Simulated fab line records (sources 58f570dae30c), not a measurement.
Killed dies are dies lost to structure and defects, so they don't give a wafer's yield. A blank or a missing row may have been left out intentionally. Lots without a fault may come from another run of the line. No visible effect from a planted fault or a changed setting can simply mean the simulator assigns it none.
The tool behind it: which one? :: flow berkeley-cmos170 :: 14 lots, 42 wafers sampled, at 5 steps of a route of 331

WHAT THE GAUGES READ, wafer by wafer
UCB170_SDANNEAL_RS_MEAS_03: measures by four-point-probe.
lot: L693
measured: day 5 23:49
on: film-metro-02
NSD_RS (ohm/sq): 37.17 37.09 37.19

lot: L696
measured: day 7 08:44
on: film-metro-03
NSD_RS (ohm/sq): 37.33 37.36 37.27

lot: L694
measured: day 7 11:54
on: film-metro-01
NSD_RS (ohm/sq): 37.14 37.26 37.21

lot: L699
measured: day 7 23:03
on: film-metro-01
NSD_RS (ohm/sq): 37.10 37.04 37.20

lot: L698
measured: day 8 01:55
on: film-metro-02
NSD_RS (ohm/sq): 37.18 37.22 37.30

lot: L701
measured: day 8 09:23
on: film-metro-02
NSD_RS (ohm/sq): 37.30 37.35 37.36

lot: L700
measured: day 8 09:50
on: film-metro-03
NSD_RS (ohm/sq): 37.06 37.08 37.16

lot: L702
measured: day 8 10:02
on: film-metro-02
NSD_RS (ohm/sq): 37.26 37.41 37.22

lot: L703
measured: day 9 01:23
on: film-metro-03
NSD_RS (ohm/sq): 37.48 37.50 37.56

lot: L707
measured: day 9 19:46
on: film-metro-03
NSD_RS (ohm/sq): 37.34 37.33 37.47

lot: L705
measured: day 9 20:01
on: film-metro-02
NSD_RS (ohm/sq): 37.22 37.35 37.29

lot: L709
measured: day 10 04:02
on: film-metro-03
NSD_RS (ohm/sq): 37.22 37.21 37.19

lot: L710
measured: day 10 07:47
on: film-metro-01
NSD_RS (ohm/sq): 37.15 37.24 37.28

lot: L711
measured: day 10 18:54
on: film-metro-03
NSD_RS (ohm/sq): 37.39 37.29 37.25

UCB170_SILICIDE_RS_MEAS_02: measures by four-point-probe.
lot: L693
measured: day 6 00:17
on: film-metro-04
SILICIDE_TI_RS (ohm/sq): 26.2 26.7 26.0

lot: L696
measured: day 7 09:12
on: film-metro-04
SILICIDE_TI_RS (ohm/sq): 26.4 26.1 26.1

lot: L694
measured: day 7 12:22
on: film-metro-04
SILICIDE_TI_RS (ohm/sq): 25.3 25.7 25.5

lot: L699
measured: day 7 23:31
on: film-metro-04
SILICIDE_TI_RS (ohm/sq): 26.7 26.5 26.7

lot: L698
measured: day 8 02:23
on: film-metro-04
SILICIDE_TI_RS (ohm/sq): 26.6 26.8 26.5

lot: L701
measured: day 8 09:50
on: film-metro-01
SILICIDE_TI_RS (ohm/sq): 26.7 26.4 27.2

lot: L700
measured: day 8 10:17
on: film-metro-04
SILICIDE_TI_RS (ohm/sq): 25.6 25.3 26.2

lot: L702
measured: day 8 10:29
on: film-metro-01
SILICIDE_TI_RS (ohm/sq): 26.7 26.6 26.7

lot: L703
measured: day 9 01:51
on: film-metro-01
SILICIDE_TI_RS (ohm/sq): 26.3 25.8 25.6

lot: L707
measured: day 9 20:13
on: film-metro-04
SILICIDE_TI_RS (ohm/sq): 26.3 26.1 26.4

lot: L705
measured: day 9 20:29
on: film-metro-04
SILICIDE_TI_RS (ohm/sq): 26.5 26.6 26.9

lot: L709
measured: day 10 04:30
on: film-metro-04
SILICIDE_TI_RS (ohm/sq): 26.5 26.3 27.1

lot: L710
measured: day 10 08:14
on: film-metro-01
SILICIDE_TI_RS (ohm/sq): 26.1 26.6 26.1

lot: L711
measured: day 10 19:22
on: film-metro-04
SILICIDE_TI_RS (ohm/sq): 26.7 26.4 26.5

UCB170_M1_CD_MEAS_09: target cd 700 nm.
lot: L693
measured: day 6 06:55
on: cd-sem-02
cd-nm (nm): 701.1 700.1 699.4

lot: L696
measured: day 7 16:05
on: cd-sem-01
cd-nm (nm): 696.7 698.6 697.9

lot: L694
measured: day 7 22:16
on: cd-sem-01
cd-nm (nm): 701.1 699.6 702.0

lot: L699
measured: day 8 07:25
on: cd-sem-02
cd-nm (nm): 698.9 698.4 698.4

lot: L698
measured: day 8 10:22
on: cd-sem-02
cd-nm (nm): 699.6 699.4 700.1

lot: L701
measured: day 8 20:53
on: cd-sem-01
cd-nm (nm): 699.5 698.7 699.8

lot: L700
measured: day 8 21:04
on: cd-sem-02
cd-nm (nm): 701.4 700.2 699.2

lot: L702
measured: day 8 21:18
on: cd-sem-02
cd-nm (nm): 699.8 699.1 699.4

lot: L703
measured: day 9 12:42
on: cd-sem-02
cd-nm (nm): 699.4 698.9 699.8

lot: L707
measured: day 10 04:59
on: cd-sem-01
cd-nm (nm): 699.9 699.6 700.0

lot: L705
measured: day 10 04:44
on: cd-sem-01
cd-nm (nm): 702.0 700.8 701.5

lot: L709
measured: day 10 10:26
on: cd-sem-01
cd-nm (nm): 719.9 722.5 720.9

lot: L710
measured: day 10 15:33
on: cd-sem-01
cd-nm (nm): 720.0 718.0 719.0

lot: L711
measured: day 11 04:03
on: cd-sem-02
cd-nm (nm): 698.6 699.6 699.2

EACH LOT AND THE TOOL THAT RAN IT (in order: tool; ch and the chambers of the sampled wafers; start)
lot: L693
UCB170_CONTACT_ETCH_17: rie-diel-03 ch 0,1, day 6 05:04
UCB170_M1_PEB_07: litho-track-03 ch 0, day 6 06:38

lot: L696
UCB170_CONTACT_ETCH_17: rie-diel-02 ch 0,2,3, day 7 14:11
UCB170_M1_PEB_07: litho-track-04 ch 0, day 7 15:49

lot: L694
UCB170_CONTACT_ETCH_17: rie-diel-02 ch 0,3, day 7 20:02
UCB170_M1_PEB_07: litho-track-02 ch 0, day 7 21:59

lot: L699
UCB170_CONTACT_ETCH_17: rie-diel-04 ch 2,3, day 8 05:02
UCB170_M1_PEB_07: litho-track-02 ch 0, day 8 07:08

lot: L698
UCB170_CONTACT_ETCH_17: rie-diel-02 ch 0,2, day 8 08:14
UCB170_M1_PEB_07: litho-track-02 ch 0, day 8 10:06

lot: L701
UCB170_CONTACT_ETCH_17: rie-diel-02 ch 0,1,2, day 8 18:36
UCB170_M1_PEB_07: litho-track-03 ch 0, day 8 20:36

lot: L700
UCB170_CONTACT_ETCH_17: rie-diel-04 ch 0,1,3, day 8 18:40
UCB170_M1_PEB_07: litho-track-04 ch 0, day 8 20:48

lot: L702
UCB170_CONTACT_ETCH_17: rie-diel-03 ch 2,3, day 8 18:42
UCB170_M1_PEB_07: litho-track-02 ch 0, day 8 21:02

lot: L703
UCB170_CONTACT_ETCH_17: rie-diel-03 ch 1,2,3, day 9 10:58
UCB170_M1_PEB_07: litho-track-02 ch 0, day 9 12:26

lot: L707
UCB170_CONTACT_ETCH_17: rie-diel-02 ch 0,1, day 10 02:59
UCB170_M1_PEB_07: litho-track-02 ch 0, day 10 04:43

lot: L705
UCB170_CONTACT_ETCH_17: rie-diel-04 ch 0,1,2, day 10 02:45
UCB170_M1_PEB_07: litho-track-04 ch 0, day 10 04:28

lot: L709
UCB170_CONTACT_ETCH_17: rie-diel-02 ch 0,1, day 10 08:43
UCB170_M1_PEB_07: litho-track-02 ch 0, day 10 10:10

lot: L710
UCB170_CONTACT_ETCH_17: rie-diel-04 ch 0,1,3, day 10 13:23
UCB170_M1_PEB_07: litho-track-02 ch 0, day 10 15:17

lot: L711
UCB170_CONTACT_ETCH_17: rie-diel-03 ch 0,1,2, day 11 00:31
UCB170_M1_PEB_07: litho-track-04 ch 0, day 11 03:00
- UCB170_CONTACT_ETCH_17: etches BARC in N2/H2.
- UCB170_M1_PEB_07

AS READ BY THE TOOLS THEMSELVES (means over the sampled wafers that have a number; for cases with no such wafer, the mark the record gives instead)
UCB170_CONTACT_ETCH_17.
lot: L693
tool: rie-diel-03
drypump-motor-current-A (A): 6.0
oes-product-au (a.u.): 1.035
throttle-valve-pct (%): 13.34

lot: L696
tool: rie-diel-02
drypump-motor-current-A (A): 5.9
oes-product-au (a.u.): 0.988
throttle-valve-pct (%): 13.43

lot: L694
tool: rie-diel-02
drypump-motor-current-A (A): 6.2
oes-product-au (a.u.): 0.976
throttle-valve-pct (%): 13.34

lot: L699
tool: rie-diel-04
drypump-motor-current-A (A): 5.3
oes-product-au (a.u.): 0.999
throttle-valve-pct (%): 13.16

lot: L698
tool: rie-diel-02
drypump-motor-current-A (A): 6.3
oes-product-au (a.u.): 0.983
throttle-valve-pct (%): 13.40

lot: L701
tool: rie-diel-02
drypump-motor-current-A (A): 6.0
oes-product-au (a.u.): 0.991
throttle-valve-pct (%): 13.43

lot: L700
tool: rie-diel-04
drypump-motor-current-A (A): 5.4
oes-product-au (a.u.): 0.980
throttle-valve-pct (%): 13.19

lot: L702
tool: rie-diel-03
drypump-motor-current-A (A): 6.1
oes-product-au (a.u.): 1.002
throttle-valve-pct (%): 13.27

lot: L703
tool: rie-diel-03
drypump-motor-current-A (A): 6.0
oes-product-au (a.u.): 0.996
throttle-valve-pct (%): 13.27

lot: L707
tool: rie-diel-02
drypump-motor-current-A (A): 6.1
oes-product-au (a.u.): 0.989
throttle-valve-pct (%): 13.34

lot: L705
tool: rie-diel-04
drypump-motor-current-A (A): 5.7
oes-product-au (a.u.): 0.984
throttle-valve-pct (%): 13.34

lot: L709
tool: rie-diel-02
drypump-motor-current-A (A): 6.2
oes-product-au (a.u.): 0.988
throttle-valve-pct (%): 13.35

lot: L710
tool: rie-diel-04
drypump-motor-current-A (A): 5.4
oes-product-au (a.u.): 0.974
throttle-valve-pct (%): 13.19

lot: L711
tool: rie-diel-03
drypump-motor-current-A (A): 5.9
oes-product-au (a.u.): 1.003
throttle-valve-pct (%): 13.29

UCB170_M1_PEB_07.
lot: L693
tool: litho-track-03
heater-power-total-W (W): 56.80
resist-line-temp-C (C): 23.02

lot: L696
tool: litho-track-04
heater-power-total-W (W): 56.80
resist-line-temp-C (C): 23.22

lot: L694
tool: litho-track-02
heater-power-total-W (W): 56.82
resist-line-temp-C (C): 23.00

lot: L699
tool: litho-track-02
heater-power-total-W (W): 56.78
resist-line-temp-C (C): 22.87

lot: L698
tool: litho-track-02
heater-power-total-W (W): 56.80
resist-line-temp-C (C): 23.09

lot: L701
tool: litho-track-03
heater-power-total-W (W): 56.80
resist-line-temp-C (C): 22.99

lot: L700
tool: litho-track-04
heater-power-total-W (W): 56.76
resist-line-temp-C (C): 22.86

lot: L702
tool: litho-track-02
heater-power-total-W (W): 56.78
resist-line-temp-C (C): 22.92

lot: L703
tool: litho-track-02
heater-power-total-W (W): 56.81
resist-line-temp-C (C): 23.03

lot: L707
tool: litho-track-02
heater-power-total-W (W): 56.82
resist-line-temp-C (C): 23.00

lot: L705
tool: litho-track-04
heater-power-total-W (W): 56.83
resist-line-temp-C (C): 23.06

lot: L709
tool: litho-track-02
heater-power-total-W (W): 63.05
resist-line-temp-C (C): 22.99

lot: L710
tool: litho-track-02
heater-power-total-W (W): 63.10
resist-line-temp-C (C): 23.07

lot: L711
tool: litho-track-04
heater-power-total-W (W): 56.79
resist-line-temp-C (C): 22.94

THE ANSWER, worked out from the rows above alone
Rule: the usual values come from the lots themselves. Put in order of their means at a reading, lots are off if they are a third of the lots or fewer, leave a main group of 4 or more, and stand apart from it by a gap of 3 or more times the standard deviation of the main group's means; of several such gaps the widest counts. If all means in a main group match to the digits the tables above print for the reading, that group is not used. A lot without any number at a reading at which 4 lots or more have one is off too. Where the step has rows for the other lots, those lots are counted as sound. The gauges are gone through in route order, then the tools' own readings, and for those a lot's mean is taken as printed above. At the first step where some lot is off, the reading lying furthest off is the one used; lots without a number count as furthest.
Off: L709, L710 (UCB170_M1_CD_MEAS_09, cd-nm). The main group has a mean of 699.7 nm with a standard deviation of 0.95.
A tool fits if, at a process step before that reading, it ran every lot that is off, and no sound lot after the first of them. Not tried: the gauges at UCB170_M1_CD_MEAS_09; whatever is off there is also off at UCB170_M1_PEB_07, on other tools, and gauge error can't account for it. One fits: litho-track-02 at UCB170_M1_PEB_07. A fault onset in the window from L707 (day 10 04:43, its last sound lot) to L709 (day 10 10:10, its first lot off) fits.
The tool's own readings at UCB170_M1_PEB_07 bear it out: on the lots that are off they differ by more than 5 times the standard deviation of the sound lots' means. heater-power-total-W reads 63.08 W there against 56.80 W on the sound lots.

WHAT THE SIMULATOR HAD PUT IN
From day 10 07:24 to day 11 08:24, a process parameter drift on litho-track-02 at UCB170_M1_PEB_07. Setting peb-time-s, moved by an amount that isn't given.
Lots struck among those shown: L709, L710. This agrees with what the rule above found.
